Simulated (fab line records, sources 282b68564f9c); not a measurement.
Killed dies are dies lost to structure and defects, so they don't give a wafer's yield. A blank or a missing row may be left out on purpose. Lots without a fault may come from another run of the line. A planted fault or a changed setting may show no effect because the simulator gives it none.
fab line records | flow rit_cmos
record lots=5 wafers=15 last_day=7
route steps=202 shown GATE@94 REOX@98 NLDD@103 PLDD@114 SPACER@125 M1@202
lots that met no fault: from a run of the same line without faults
start_h: hours from the record's first day to the start of the lot's first wafer shown | wait_h: hours since the lot's step before | " the same as in the row above | L1.1+2: a row that stands for several wafers | - no value, or no start given | * or withheld: withheld | < > ~ a bound
route shown NAME@n: a module of which the file shows steps, and the number in the route of the first | usual: mean/standard deviation of fault-free wafers | same: alike in all rows | chamber/n: place in a boat | sites: the reading at each site | _std_site: their standard deviation | _edge_site: outer sites' mean less inner sites' | radius_mm: how far each site lies from the wafer's centre | mask NAME#n: copy n | behind: the tool/chamber that last shaped the wafer | hold: why the lot was held/for how many hours/how that ended | device: the transistor (n, p or np) that didn't switch | end of line: the same wafers' tests at the end of the route | a step without rows: its recipe alone | killed: dies lost to structure and defects at the first sort, not the wafer's yield | map: a wafer's dies, x killed, . not, _ none there
set.NAME: the setting as run; set.NAME@STEP: as run at that earlier step | model.NAME: the simulator's own value behind a step, which no gauge read
lots at some steps of the route; a table a step, a row a wafer
services: from which hour (start_h, from the record's first day; less than 0 if before it) a tool's chamber was out of use, for how many hours, and why
## steps
# step RIT_GATE_HARDBAKE_18
# recipe resist=NOVOLAK temp_c=140 time_s=60
# step RIT_GATE_ETCH_19
# recipe chemistry=SF6/CHF3/O2 time_s=165 SF6_flow_sccm=30 CHF3_flow_sccm=30 O2_flow_sccm=5 target=poly-Si pressure_mtorr=40 rf_w=160 target_depth_a=3125 over_etch_frac=0.25 stop_on=SiO2
# usual drypump_motor_current_A=5.5/0.44 he_backside_leak_sccm=2.8/0.36 oes_product_au=0.847/0.014 throttle_valve_pct=10.15/0.14
# same over_etch_frac=0.25
# columns lot.wafer tool chamber start_h wait_h drypump_motor_current_A he_backside_leak_sccm oes_product_au rf_hours_counter_h throttle_valve_pct
L454.1 rie_si-02 2 39.04 0.1 5.9 2.6 0.843 2 10.07
L454.3 " 1 " " 5.6 2.7 0.842 65 10.25
L454.5 " 1 " " 5.5 2.7 0.840 - 10.25
L455.1 rie_si-01 2 43.04 0.1 6.2 2.9 0.854 135 10.17
L455.2 " 3 " " 5.4 3.4 0.868 152 9.96
L455.6 " 3 " " 5.4 3.7 0.872 - 9.95
L462.1 rie_si-02 3 78.53 0.1 5.2 2.5 0.863 58 10.15
L462.2 " 2 " " 5.9 2.3 0.847 2 10.07
L462.5 " 2 " " 5.9 2.4 0.836 - 10.06
L471.2 rie_si-01 3 128.43 0.1 5.4 3.3 0.849 0 9.96
L471.5 " 2 " " 6.2 2.9 0.841 - 10.17
L471.6 " 1 " " 4.8 2.7 0.843 - 10.43
L477.2 rie_si-01 0 157.84 0.1 5.2 2.7 0.854 37 10.01
L477.3 " 3 " " 5.4 3.4 0.839 0 9.98
L477.4 " 1 " " 4.8 3.0 0.862 126 10.43
# step RIT_GATE_STRIP_20
# recipe chemistry=O2 time_s=180 resist=NOVOLAK platen_temp_c=withheld power_w=500 pressure_mtorr=4000 o2_flow_sccm=4000
# usual drypump_motor_current_A=5.7/0.52 rf_refl_power_W=6.3/2.1
# columns lot.wafer tool chamber start_h wait_h drypump_motor_current_A rf_hours_counter_h rf_refl_power_W
L454.1 plasma_asher-03 0 39.15 0.1 6.1 23 3.4
L454.3 " 0 " " 6.1 - 3.6
L454.5 " 0 " " 6.1 - 3.7
L455.1 plasma_asher-04 1 43.15 0.1 5.2 41 9.5
L455.2 " 0 " " 5.9 41 5.9
L455.6 " 0 " " 5.9 - 5.9
L462.1 plasma_asher-03 0 78.64 0.1 6.2 28 3.6
L462.2 " 1 " " 5.1 28 6.9
L462.5 " 0 " " 6.2 - 3.5
L471.2 plasma_asher-04 1 128.54 0.1 5.2 50 9.3
L471.5 " 1 " " 5.2 - 9.2
L471.6 " 0 " " 6.0 - 6.1
L477.2 plasma_asher-01 0 157.95 0.1 6.6 52 8.4
L477.3 " 1 " " 6.0 - 4.1
L477.4 " 0 " " 6.6 - 8.4
# step RIT_GATE_CD_MEAS_90
# recipe target_cd_nm=150
# usual cd_nm=150.9/2.3
# columns lot.wafer tool chamber start_h wait_h cd_nm
L454.1 cd_sem-01 - 39.32 0.1 147.5
L454.3 " - " " 145.1
L454.5 " - " " 146.3
L455.1 cd_sem-01 - 43.32 0.1 149.2
L455.2 " - " " 150.5
L455.6 " - " " 151.1
L462.1 cd_sem-01 - 78.81 0.1 151.5
L462.2 " - " " 150.2
L462.5 " - " " 152.1
L471.2 cd_sem-02 - 128.74 0.1 153.1
L471.5 " - " " 155.4
L471.6 " - " " 151.7
L477.2 cd_sem-02 - 158.14 0.1 148.6
L477.3 " - " " 150.6
L477.4 " - " " 149.2
# step RIT_REOX_CLEAN_00
# recipe chemistry=SC1 mix=3:3:50 time_s=600 temp_c=74.6
# step RIT_REOX_CLEAN_01
# recipe chemistry=dHF dilution=50:1 time_s=30
# step RIT_REOX_CLEAN_02
# recipe chemistry=SC2 mix=3:3:50 time_s=600 temp_c=75 dry=n2_spin
# step RIT_REOX_OXIDATION_03
# recipe temp_c=900 ambient=O2 target_thk_a=252 ox_time_s=5580
# step RIT_REOX_THK_MEAS_04
# recipe reads=SiO2_of_REOX_OXIDATION_03
# usual REOX_OXIDE_THK=25.4/0.47
# columns lot.wafer tool chamber start_h wait_h REOX_OXIDE_THK[nm]
L454.1 film_metro-04 - 42.57 0.0 25.4
L454.3 " - " " 25.8
L454.5 " - " " 25.1
L455.1 film_metro-02 - 46.44 0.0 24.6
L455.2 " - " " 24.9
L455.6 " - " " 24.5
L462.1 film_metro-02 - 82.41 0.0 25.9
L462.2 " - " " 25.3
L462.5 " - " " 25.5
L471.2 film_metro-04 - 132.20 0.0 26.6
L471.5 " - " " 25.8
L471.6 " - " " 26.4
L477.2 film_metro-01 - 161.66 0.0 25.8
L477.3 " - " " 25.3
L477.4 " - " " 25.2
# step RIT_NLDD_HMDS_00
# recipe prime_time_s=60 prime_temp_c=140
# step RIT_NLDD_COAT_01
# recipe resist=NOVOLAK spin_rpm=3250 resist_thk_nm=1000
# step RIT_NLDD_SOFTBAKE_02
# recipe resist=NOVOLAK temp_c=90 time_s=60
# step RIT_NLDD_EXPOSE_03
# recipe mask_id=M7 na=0.57 target_cd_nm=40700 dose_mj=250
# columns lot.wafer tool chamber start_h wait_h mask
L454.1+3+5 iline_stepper-01 0 43.21 0.2 M7#0
L455.1+2+6 iline_stepper-02 0 47.07 0.2 M7#0
L462.1+2+5 iline_stepper-02 0 82.92 0.1 M7#0
L471.2+5+6 iline_stepper-02 0 132.84 0.2 M8#0
L477.2+3+4 iline_stepper-02 0 162.18 0.1 M7#0
# step RIT_NLDD_PEB_04
# recipe resist=NOVOLAK temp_c=withheld time_s=withheld
# step RIT_NLDD_DEVELOP_05
# recipe resist=NOVOLAK develop_time_s=50 dev_temp_c=23
# step RIT_NLDD_OVL_MEAS_06
# usual NLDD_OVL=-0.1/1.5
# columns lot.wafer tool chamber start_h wait_h NLDD_OVL[nm]
L454.1 overlay-01 - 43.61 - -1.1
L454.3 " - " " 1.3
L454.5 " - " " 0.6
L455.1 overlay-02 - 47.47 - 0.0
L455.2 " - " " -0.2
L455.6 " - " " 1.1
L462.1 overlay-01 - 83.32 - -0.5
L462.2 " - " " -1.0
L462.5 " - " " 1.1
L471.2 overlay-01 - 133.23 - -
L471.5 " - " " -
L471.6 " - " " -
L477.2 overlay-02 - 162.56 - -0.2
L477.3 " - " " -1.7
L477.4 " - " " -1.1
# step RIT_NLDD_HARDBAKE_07
# recipe resist=NOVOLAK temp_c=140.7 time_s=60
# step RIT_NLDD_IMPLANT_08
# recipe species=P energy_kev=20 dose_cm2=5e+14 tilt_deg=7
# step RIT_NLDD_STRIP_09
# recipe chemistry=O2 time_s=180 resist=NOVOLAK platen_temp_c=withheld power_w=500 pressure_mtorr=4000 o2_flow_sccm=4000
# usual drypump_motor_current_A=5.9/0.7 rf_refl_power_W=5.7/1.9
# columns lot.wafer tool chamber start_h wait_h drypump_motor_current_A rf_hours_counter_h rf_refl_power_W
L454.1 plasma_asher-01 0 43.94 0.1 6.6 39 8.7
L454.3 " 1 " " 6.0 - 3.8
L454.5 " 0 " " 6.6 - 8.4
L455.1 plasma_asher-03 0 47.96 0.2 6.1 24 3.7
L455.2 " 1 " " 5.1 24 6.7
L455.6 " 0 " " 6.1 - 3.6
L462.1 plasma_asher-02 1 83.72 0.1 6.4 44 4.5
L462.2 " 0 " " 4.6 44 6.8
L462.5 " 0 " " 4.6 - 6.9
L471.2 plasma_asher-01 1 133.56 0.1 6.0 50 4.0
L471.5 " 0 " " 6.6 - 8.7
L471.6 " 1 " " 6.1 - 3.5
L477.2 plasma_asher-01 0 162.89 0.1 6.6 52 8.3
L477.3 " 0 " " 6.6 - 8.4
L477.4 " 1 " " 6.0 - 3.8
# step RIT_NLDD_TW_MEAS_10
# usual NLDD_TW=2489/19
# columns lot.wafer tool chamber start_h wait_h NLDD_TW
L454.1 film_metro-01 - 44.12 0.1 2512
L454.3 " - " " 2489
L454.5 " - " " 2498
L455.1 film_metro-01 - 48.13 0.1 2507
L455.2 " - " " 2510
L455.6 " - " " 2508
L462.1 film_metro-01 - 83.89 0.1 2509
L462.2 " - " " 2505
L462.5 " - " " 2500
L471.2 film_metro-02 - 133.74 0.1 30
L471.5 " - " " 30
L471.6 " - " " 30
L477.2 film_metro-01 - 163.08 0.1 2497
L477.3 " - " " 2499
L477.4 " - " " 2502
# step RIT_PLDD_HMDS_00
# recipe prime_time_s=60 prime_temp_c=140
# step RIT_PLDD_COAT_01
# recipe resist=NOVOLAK spin_rpm=3250 resist_thk_nm=1000
# step RIT_PLDD_SOFTBAKE_02
# recipe resist=NOVOLAK temp_c=90 time_s=60
# step RIT_PLDD_EXPOSE_03
# recipe mask_id=M8 na=0.57 target_cd_nm=40900 dose_mj=250
# step RIT_PLDD_PEB_04
# recipe resist=NOVOLAK temp_c=withheld time_s=withheld
# step RIT_PLDD_DEVELOP_05
# recipe resist=NOVOLAK develop_time_s=50 dev_temp_c=23
# step RIT_PLDD_OVL_MEAS_06
# usual PLDD_OVL=0.3/1.2
# columns lot.wafer tool chamber start_h wait_h PLDD_OVL[nm]
L454.1 overlay-01 - 45.15 - 0.8
L454.3 " - " " 0.6
L454.5 " - " " 0.4
L455.1 overlay-02 - 49.22 - 2.1
L455.2 " - " " 1.0
L455.6 " - " " 0.8
L462.1 overlay-01 - 84.93 - 0.5
L462.2 " - " " -0.4
L462.5 " - " " -1.2
L471.2 overlay-02 - 134.65 - 0.0
L471.5 " - " " -0.4
L471.6 " - " " -0.4
L477.2 overlay-01 - 163.99 - 0.5
L477.3 " - " " -0.4
L477.4 " - " " -1.3
# step RIT_PLDD_HARDBAKE_07
# recipe resist=NOVOLAK temp_c=140 time_s=60
# step RIT_PLDD_IMPLANT_08
# recipe species=BF2 energy_kev=19.87 dose_cm2=9e+14 tilt_deg=7
# step RIT_PLDD_STRIP_09
# recipe chemistry=O2 time_s=180 resist=NOVOLAK platen_temp_c=withheld power_w=500 pressure_mtorr=4000 o2_flow_sccm=4000
# usual drypump_motor_current_A=5.8/0.73 rf_refl_power_W=6.4/1.9
# columns lot.wafer tool chamber start_h wait_h drypump_motor_current_A rf_hours_counter_h rf_refl_power_W
L454.1 plasma_asher-02 1 45.49 0.1 6.4 40 4.9
L454.3 " 1 " " 6.4 - 4.6
L454.5 " 0 " " 4.6 - 6.7
L455.1 plasma_asher-01 1 49.82 0.2 6.0 40 4.0
L455.2 " 0 " " 6.6 40 8.5
L455.6 " 1 " " 6.0 - 3.6
L462.1 plasma_asher-04 1 85.27 0.1 5.2 45 9.3
L462.2 " 0 " " 5.9 45 5.9
L462.5 " 0 " " 5.9 - 6.0
L471.2 plasma_asher-04 0 134.98 0.1 6.0 51 6.1
L471.5 " 0 " " 5.9 - 6.0
L471.6 " 1 " " 5.2 - 9.4
L477.2 plasma_asher-04 0 164.45 0.1 6.0 54 6.0
L477.3 " 1 " " 5.2 - 9.2
L477.4 " 0 " " 5.9 - 6.0
# step RIT_PLDD_TW_MEAS_10
# usual PLDD_TW=2346/19
# columns lot.wafer tool chamber start_h wait_h PLDD_TW
L454.1 film_metro-03 - 45.66 0.1 2305
L454.3 " - " " 2322
L454.5 " - " " 2326
L455.1 film_metro-02 - 49.99 0.1 2346
L455.2 " - " " 2319
L455.6 " - " " 2341
L462.1 film_metro-01 - 85.44 0.1 2363
L462.2 " - " " 2338
L462.5 " - " " 2344
L471.2 film_metro-03 - 135.17 0.1 2844
L471.5 " - " " 2834
L471.6 " - " " 2837
L477.2 film_metro-02 - 164.64 0.1 2356
L477.3 " - " " 2350
L477.4 " - " " 2358
# step RIT_SPACER_CLEAN_00
# recipe chemistry=SC1 mix=3:3:50 time_s=600 temp_c=75
# step RIT_M1_PROBE_99
# usual defect_limited_yield=97.5/1.2 killed_at_front_end=6/3.2 killed_dies=7/3.2 killed_on_rim=1.7/1.4 killed_open=3.4/1.8 killed_short=3.2/2.3 sort_bin_3_pad_short=0.1/0.23 sort_bin_5_function=1.4/0.81 sort_bin_6_memory=0.9/0.7 sort_n_pass=257/3.2 sort_yield_pct=97.5/1.2
# same gross_dies=264 killed_at_M0_to_M3=0 killed_at_M4_up=0 killed_at_back_side=0 killed_at_contacts=0 killed_at_other=0
# columns lot.wafer tool chamber start_h wait_h defect_limited_yield[%] killed_at_front_end killed_dies killed_on_rim killed_open killed_short sort_bin_3_pad_short[%] sort_bin_5_function[%] sort_bin_6_memory[%] sort_n_pass sort_yield_pct[%]
L454.1 prober-01 - 59.03 0.1 98.9 3 3 1 3 0 0 0.8 0.4 261 98.9
L454.3 prober-01 - 59.13 0.2 97.0 8 8 4 3 5 0 1.1 1.9 256 97.0
L454.5 prober-01 - 59.23 0.2 97.7 6 6 2 4 2 0.4 1.9 0 258 97.7
L455.1 prober-02 - 63.65 0.1 97.0 8 8 1 4 4 0 1.5 1.5 256 97.0
L455.2 prober-02 - 63.70 0.1 97.3 7 7 2 3 4 0 0.8 1.9 257 97.3
L455.6 prober-02 - 63.90 0.2 96.2 10 10 3 4 6 0 2.3 1.5 254 96.2
L462.1 prober-01 - 98.89 0.1 98.9 3 3 0 2 1 0.4 0 0.8 261 98.9
L462.2 prober-01 - 98.94 0.1 98.9 3 3 2 3 0 0 1.1 0 261 98.9
L462.5 prober-01 - 99.09 0.2 98.5 4 4 0 3 1 0 0.8 0.8 260 98.5
L477.2 prober-02 - 178.95 0.1 97.3 7 7 0 4 3 0 1.5 1.1 257 97.3
L477.3 prober-02 - 179.00 0.2 96.2 10 10 3 6 4 0.8 1.5 1.5 254 96.2
L477.4 prober-02 - 179.05 0.2 95.5 12 12 5 3 9 0.4 2.7 1.5 252 95.5
# killed by level:class
L454.1 FOX1:geometric_particle:open=2 GATE:geometric_particle:open=1
L454.3 FOX1:geometric_particle:open=2 GATE:geometric_particle:short=2 SILICIDE:geometric_particle:short=2 GATE:geometric_particle:open=1 SPACER:geometric_particle:short=1
L454.5 SPACER:geometric_particle:open=2 GATE:geometric_particle:open=1 GATE:geometric_particle:short=1 SPACER:geometric_particle:short=1 SILICIDE:geometric_particle:open=1
L455.1 FOX1:geometric_particle:short=3 ACTIVE:geometric_particle:open=1 GATE:geometric_particle:open=1 REOX:geometric_particle:open=1 SPACER:geometric_particle:short=1 SILICIDE:geometric_particle:open=1
L455.2 GATE:geometric_particle:open=2 FOX1:geometric_particle:short=1 FOX2:geometric_particle:short=1 FOX2:geometric_particle:open=1 GATE:geometric_particle:short=1 REOX:geometric_particle:short=1
L455.6 GATE:geometric_particle:short=2 ACTIVE:geometric_particle:short=1 FOX1:geometric_particle:short=1 GATE:geometric_particle:open=1 REOX:geometric_particle:open=1 REOX:geometric_particle:short=1 SPACER:geometric_particle:open=1 SILICIDE:geometric_particle:open=1
L462.1 GATE:geometric_particle:open=2 SPACER:geometric_particle:short=1
L462.2 GATE:geometric_particle:open=1 SPACER:geometric_particle:open=1 SILICIDE:geometric_particle:open=1
L462.5 GATE:geometric_particle:open=2 FOX2:geometric_particle:open=1 GATE:geometric_particle:short=1
L477.2 GATE:geometric_particle:open=2 GATE:geometric_particle:short=2 REOX:geometric_particle:short=1 SPACER:geometric_particle:open=1 SILICIDE:geometric_particle:open=1
L477.3 GATE:geometric_particle:short=3 GATE:geometric_particle:open=3 FOX1:geometric_particle:open=2 REOX:geometric_particle:open=1 SPACER:geometric_particle:short=1
L477.4 GATE:geometric_particle:short=7 FOX1:geometric_particle:open=1 FOX2:geometric_particle:short=1 GATE:geometric_particle:open=1 REOX:geometric_particle:open=1 SPACER:geometric_particle:short=1
## services
# columns tool chamber start_h hours kind
iline_stepper-02 - 15.42 - consumable_replace:lamp
rie_si-01 2 15.81 24.4 repair
rie_si-01 0 41.28 4.1 repair
rie_si-02 0 45.85 2.5 repair
plasma_asher-04 - 52.09 2.0 repair
plasma_asher-04 - 81.01 2.8 pm
rie_si-01 3 102.13 - clean
rie_si-01 3 102.13 14.0 scheduled_down
rie_si-01 3 102.13 14.0 vent_cycle
plasma_asher-02 - 108.75 9.0 pm
plasma_asher-02 0 108.75 9.0 vent_cycle
plasma_asher-02 1 108.75 9.0 vent_cycle
iline_stepper-02 - 110.15 1.7 pm
plasma_asher-03 - 111.20 2.5 repair
iline_stepper-01 - 113.32 1.7 pm
plasma_asher-02 0 117.75 - clean
plasma_asher-02 1 117.75 - clean
iline_stepper-02 - 119.40 11.1 repair
plasma_asher-02 - 162.88 14.6 pm
## key
first_sign step=RIT_NLDD_EXPOSE_03 reading=mask direction=changed
effect step=RIT_NLDD_OVL_MEAS_06 reading=NLDD_OVL direction=missing
effect step=RIT_NLDD_TW_MEAS_10 reading=NLDD_TW direction=down sigmas=99+ usual=2489 struck=30
effect step=RIT_PLDD_TW_MEAS_10 reading=PLDD_TW direction=up sigmas=26 usual=2346 struck=2838
met_at RIT_NLDD_EXPOSE_03
struck_wafers L471.2,L471.5,L471.6
rows_end L471.2,L471.5,L471.6
onset_between 82.92 132.84
fault kind=wrong_mask tool=any chamber=- onset_h=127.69 steps=RIT_NLDD_EXPOSE_03 aux_copy=M8#0 scope=struck_lots_only
# rows_end: these wafers met a further fault down the route, and their rows from its step on are left out
